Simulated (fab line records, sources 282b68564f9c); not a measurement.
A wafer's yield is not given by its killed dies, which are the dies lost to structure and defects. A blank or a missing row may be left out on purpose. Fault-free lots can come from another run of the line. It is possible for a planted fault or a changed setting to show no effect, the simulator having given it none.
fab line records	flow rit_cmos
record: lots: 6	wafers: 18	last_day: 7
route steps=202 shown NLDD@107 PLDD@114
lots with no fault: from the same line, run without faults
start_h: start of the lot's first displayed wafer, in hours after the record's first day	wait_h: time in hours since the lot's previous step	" repeats the value in the row above	L1.1+2: a row that stands for several wafers	- either no value or no given start	* or withheld: withheld	< > ~ a bound
route shown NAME@n: names a module that has steps shown in the file, with the first one's number in the route	usual: mean and standard deviation over wafers with no fault	same: alike in all rows	chamber/n: place in a boat	sites: readings site by site	_std_site: standard deviation of those values	_edge_site: outer sites' mean less inner sites'	radius_mm: for every site, how far away it sits from the centre of the wafer	mask NAME#n: copy n	behind: tool/chamber where the wafer was last shaped	hold: why the lot went on hold/how many hours it stayed there/how the hold came to an end	device: which transistor (n, p or np) failed to switch	end of line: at the end of the route, the tests of the same wafers	a step with no rows: only its recipe	killed: dies that structure and defects cost at the first sort, which is not the same as the wafer's yield	map: a wafer's dies, x killed, . not, _ none there
set.NAME: the run value of the setting; set.NAME@STEP: its run value at that earlier step	model.NAME: the simulator's own value behind a step, which no gauge read
lots at selected steps of the route; one table per step, one row per wafer
services: from which hour (start_h, from the record's first day; less than 0 if before it) a tool's chamber was out of use, for how many hours, and why
== steps ==
step: RIT_NLDD_PEB_04
recipe: resist: NOVOLAK	temp_c: withheld	time_s: withheld
step: RIT_NLDD_DEVELOP_05
recipe: resist: NOVOLAK	develop_time_s: 50	dev_temp_c: 23
step: RIT_NLDD_OVL_MEAS_06
usual: NLDD_OVL: 0.0/1.2
lot.wafer	tool	chamber	start_h	wait_h	NLDD_OVL[nm]
L713.1	overlay-02	-	82.08	-	0.1
L713.3	"	-	"	"	1.4
L713.4	"	-	"	"	-0.1
L714.3	overlay-01	-	87.71	-	-1.9
L714.5	"	-	"	"	-0.9
L714.6	"	-	"	"	-0.7
L718.1	overlay-01	-	107.14	-	0.2
L718.4	"	-	"	"	0.3
L718.6	"	-	"	"	-1.2
L719.2	overlay-01	-	111.71	-	1.7
L719.3	"	-	"	"	2.5
L719.4	"	-	"	"	-0.6
L721.1	overlay-02	-	121.17	-	-0.1
L721.2	"	-	"	"	-1.2
L721.4	"	-	"	"	-0.5
L728.2	overlay-02	-	157.51	-	-2.4
L728.4	"	-	"	"	-0.8
L728.6	"	-	"	"	-1.6
step: RIT_NLDD_HARDBAKE_07
recipe: resist: NOVOLAK	temp_c: 140	time_s: 60
step: RIT_NLDD_IMPLANT_08
recipe: species: P	energy_kev: 20	dose_cm2: 5e+14	tilt_deg: 7
step: RIT_NLDD_STRIP_09
recipe: chemistry: O2	time_s: 180	resist: NOVOLAK	platen_temp_c: withheld	power_w: 500	pressure_mtorr: 4000	o2_flow_sccm: 4000
usual: drypump_motor_current_A: 5.8/0.43
lot.wafer	tool	chamber	start_h	wait_h	drypump_motor_current_A	rf_hours_counter_h
L713.1	plasma_asher-03	1	82.42	0.1	5.5	32
L713.3	"	1	"	"	5.5	-
L713.4	"	0	"	"	6.3	-
L714.3	plasma_asher-02	0	88.09	0.1	5.2	-
L714.5	"	0	"	"	5.2	-
L714.6	"	1	"	"	5.5	-
L718.1	plasma_asher-04	1	107.47	0.1	6.1	49
L718.4	"	0	"	"	6.3	-
L718.6	"	0	"	"	6.3	-
L719.2	plasma_asher-04	0	112.04	0.1	6.3	50
L719.3	"	0	"	"	6.3	-
L719.4	"	1	"	"	6.1	-
L721.1	plasma_asher-04	1	121.51	0.1	6.1	51
L721.2	"	0	"	"	6.3	51
L721.4	"	1	"	"	6.1	-
L728.2	plasma_asher-02	1	157.84	0.1	5.5	5
L728.4	"	0	"	"	5.2	-
L728.6	"	1	"	"	5.5	-
step: RIT_NLDD_TW_MEAS_10
usual: NLDD_TW: 2489/10
lot.wafer	tool	chamber	start_h	wait_h	NLDD_TW
L713.1	film_metro-04	-	82.59	0.1	2488
L713.3	"	-	"	"	2484
L713.4	"	-	"	"	2496
L714.3	film_metro-03	-	88.23	0.1	2488
L714.5	"	-	"	"	2496
L714.6	"	-	"	"	2507
L718.1	film_metro-02	-	107.65	0.1	2478
L718.4	"	-	"	"	2476
L718.6	"	-	"	"	2468
L719.2	film_metro-04	-	112.22	0.1	2493
L719.3	"	-	"	"	2496
L719.4	"	-	"	"	2489
L721.1	film_metro-02	-	121.68	0.1	2486
L721.2	"	-	"	"	2496
L721.4	"	-	"	"	2489
L728.2	film_metro-04	-	158.02	0.1	2477
L728.4	"	-	"	"	2504
L728.6	"	-	"	"	2501
step: RIT_PLDD_HMDS_00
recipe: prime_time_s: 60	prime_temp_c: 140
step: RIT_PLDD_COAT_01
recipe: resist: NOVOLAK	spin_rpm: 3250	resist_thk_nm: 1000
step: RIT_PLDD_SOFTBAKE_02
recipe: resist: NOVOLAK	temp_c: 90	time_s: 60
step: RIT_PLDD_EXPOSE_03
recipe: mask_id: M8	na: 0.57	target_cd_nm: 40900	dose_mj: 250
step: RIT_PLDD_PEB_04
recipe: resist: NOVOLAK	temp_c: withheld	time_s: withheld
step: RIT_PLDD_DEVELOP_05
recipe: resist: NOVOLAK	develop_time_s: 50	dev_temp_c: 23
usual: chill_plate_temp_C: 23.01/0.11	develop_time_s: 50/0
lot.wafer	tool	chamber	start_h	wait_h	chill_plate_temp_C	develop_time_s
L713.1	litho_track-03	0	83	-	23.02	50
L713.3	"	0	"	"	23.04	50
L713.4	"	0	"	"	23.10	50
L714.3	litho_track-04	0	89	-	22.94	50
L714.5	"	0	"	"	22.84	50
L714.6	"	0	"	"	23.01	50
L718.1	litho_track-01	-	108	-	-	-
L718.4	"	-	"	"	-	-
L718.6	"	-	"	"	-	-
L719.2	litho_track-03	-	113	-	-	-
L719.3	"	-	"	"	-	-
L719.4	"	-	"	"	-	-
L721.1	litho_track-01	0	122	-	22.85	50
L721.2	"	0	"	"	22.79	50
L721.4	"	0	"	"	23.00	50
L728.2	litho_track-04	0	158	-	23.11	50
L728.4	"	0	"	"	23.18	50
L728.6	"	0	"	"	22.99	50
step: RIT_PLDD_OVL_MEAS_06
usual: PLDD_OVL: 0.0/1.3
lot.wafer	tool	chamber	start_h	wait_h	PLDD_OVL[nm]
L713.1	overlay-02	-	83.67	-	1.2
L713.3	"	-	"	"	2.3
L713.4	"	-	"	"	1.6
L714.3	overlay-02	-	89.13	-	-1.4
L714.5	"	-	"	"	-0.7
L714.6	"	-	"	"	-1.2
L718.1	overlay-02	-	108.68	-	-
L718.4	"	-	"	"	-
L718.6	"	-	"	"	-
L719.2	overlay-02	-	113.13	-	-
L719.3	"	-	"	"	-
L719.4	"	-	"	"	-
L721.1	overlay-02	-	122.59	-	-0.5
L721.2	"	-	"	"	-1.6
L721.4	"	-	"	"	-0.2
L728.2	overlay-02	-	158.93	-	2.1
L728.4	"	-	"	"	1.9
L728.6	"	-	"	"	2.2
== services ==
tool	chamber	start_h	hours	kind
plasma_asher-02	-	69.46	7.5	repair
plasma_asher-03	-	93.85	2.8	pm
plasma_asher-02	-	108.75	9.0	pm
plasma_asher-02	0	108.75	9.0	vent_cycle
plasma_asher-02	1	108.75	9.0	vent_cycle
plasma_asher-02	0	117.75	-	clean
plasma_asher-02	1	117.75	-	clean
plasma_asher-04	-	143.73	0.8	repair
== key ==
first_sign: step: RIT_PLDD_DEVELOP_05	reading: tool_record	direction: missing
effect none on later readings
met_at RIT_PLDD_DEVELOP_05
struck_wafers L718.1,L718.4,L718.6,L719.2,L719.3,L719.4
sort_left_out L718.1,L718.4,L718.6,L719.2,L719.3,L719.4
tester_left_out L718,L719
onset_between 83 108
fault: kind: skipped_step_whole	tool: litho_track-01,litho_track-03	chamber: -	onset_h: 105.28	steps: RIT_PLDD_DEVELOP_05	scope: struck_lots_only
tester_left_out: of these lots the tester's yield and bins aren't shown, on N5 and GAA mostly nor the transistor test; their killed dies are dies lost to structure and defects alone, not to doping, threshold or leakage, so they don't give the yield
sort_left_out: the simulated sort isn't trusted on such a fault, so these wafers' sort isn't shown, and their yield isn't known
